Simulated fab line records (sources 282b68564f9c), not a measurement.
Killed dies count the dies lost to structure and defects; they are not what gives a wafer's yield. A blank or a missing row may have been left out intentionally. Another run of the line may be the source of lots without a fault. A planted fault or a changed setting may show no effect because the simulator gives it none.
Struck lot and sound lot, side by side ; flow rit cmos ; 19 steps out of a route of 202
Sound: wafers L878.1, L878.4, L878.5. Wafers struck: L880.1, L880.4, L880.6. The cause comes at the end.
At each step with rows: each side's tool, then ch and its chambers, then its first start. Under that, the readings that differ: sound wafers ; struck wafers ; difference of the means ; sigmas: that difference in standard deviations of wafers without a fault.
alike: a reading whose means differ by less than 2 such deviations, as well as words and numbers matching on both sides. not compared: withheld readings; readings where some wafer has no value; bounds like >300 that might hide an equal value; numbers whose values overlap and for which the record gives no deviation.
Wherever a step has rows on one side only, a row that says differs or no value, or a row with sigmas, the two part there. Non-overlapping numbers with no deviation appear without sigmas and do not part them. A reading missing from all wafers of one side parts the sides only when that side holds two or more wafers.

RIT_ACTIVE_BOW_MEAS_00:
  sound on film metro-02, day 4 03:00; struck on film metro-02, day 4 13:00
  alike: INCOMING_BOW
then, 1 step without rows for these wafers: RIT_ACTIVE_OXIDATION_01 (target thk 46.8 nm, ox time 3360 s).
RIT_ACTIVE_THK_MEAS_02:
  sound on film metro-01, day 4 05:55; struck on film metro-02, day 4 15:03
  alike: ACTIVE_OXIDE_THK
RIT_ACTIVE_CVD_03: deposits Si3N4 from SiH2Cl2/NH3, target thk 150 nm, time 1500 s.
  sound on lpcvd-01 ch 0, day 4 05:58; struck on lpcvd-01 ch 0, day 4 17:52
RIT_ACTIVE_THK_MEAS_04:
  sound on film metro-02, day 4 07:23; struck on film metro-02, day 4 19:59
reading;sound;struck;difference;sigmas
ACTIVE_NITRIDE_THK (nm);148.0 147.8 147.7;299.2 298.8 299.1;+151.2;+94
then, 6 steps without rows for these wafers: RIT_ACTIVE_HMDS_05 (prime time 60 s); RIT_ACTIVE_COAT_06 (resist thk 1000 nm); RIT_ACTIVE_SOFTBAKE_07 (time 60 s); RIT_ACTIVE_EXPOSE_08 (exposes mask M1, target cd 1400 nm); RIT_ACTIVE_PEB_09; RIT_ACTIVE_DEVELOP_10 (develop time 50 s).
RIT_ACTIVE_CD_MEAS_11 targets a cd of 1400 nm.
  sound on cd sem-01, day 4 08:25; struck on cd sem-02, day 4 21:04
  alike: cd nm
then, 1 step without rows for these wafers: RIT_ACTIVE_HARDBAKE_12 (time 60 s).
RIT_ACTIVE_ETCH_13: etches Si3N4 in SF6, stops on SiO2, time 210 s, target depth 210 nm.
  sound on rie diel-04 ch 2,3, day 4 08:41; struck on rie diel-04 ch 1,3, day 4 21:20
reading;sound;struck;difference;sigmas
oes product au (a.u.);0.821 0.820 0.805;1.013 1.024 0.980;+0.190;+15
model.etch.depth nm (nm);147.9 147.6 147.7;214.6 214.8 207.6;+64.6;
model.ACTIVE.feature depth nm (nm);148.4 148.1 147.7;214.6 214.8 207.6;+64.3;
  alike: drypump motor current A, throttle valve pct
  not compared: rf hours counter h
RIT_ACTIVE_STRIP_14: strips in O2, time 180 s.
  sound on plasma asher-04 ch 0,1, day 4 08:49; struck on plasma asher-03 ch 0, day 4 21:43
  alike: drypump motor current A
  not compared: rf hours counter h
RIT_ACTIVE_CD_MEAS_90 targets a cd of 1400 nm.
  sound on cd sem-01, day 4 09:00; struck on cd sem-01, day 4 21:53
  alike: cd nm
RIT_ACTIVE_CLEAN_15: cleans in SC1, time 600 s.
  sound on wet bench-02 ch 3, day 4 09:07; struck on wet bench-03 ch 1, day 4 22:09
reading;sound;struck;difference;sigmas
model.Si3N4_of_ACTIVE_CVD_03.thk nm (nm);147.5 147.2 147.3;298.6 298.2 298.7;+151.2;
  alike: bath heat duty pct
RIT_ACTIVE_CLEAN_16: cleans in dHF, time 30 s.
  sound on wet bench-04 ch 2, day 4 09:19; struck on wet bench-04 ch 1, day 4 22:20
reading;sound;struck;difference;sigmas
model.Si3N4_of_ACTIVE_CVD_03.thk nm (nm);147.1 146.8 146.8;298.2 297.8 298.3;+151.2;
then, 1 step without rows for these wafers: RIT_ACTIVE_CLEAN_17 (cleans in SC2, time 600 s).

WHERE THEY PART
Earliest at RIT_ACTIVE_THK_MEAS_04; latest, in this record, at RIT_ACTIVE_ETCH_13. Later steps at which nothing parts them and some readings are alike: RIT_ACTIVE_STRIP_14, RIT_ACTIVE_CD_MEAS_90, RIT_ACTIVE_CLEAN_15.

WHY: whatever the simulator had introduced
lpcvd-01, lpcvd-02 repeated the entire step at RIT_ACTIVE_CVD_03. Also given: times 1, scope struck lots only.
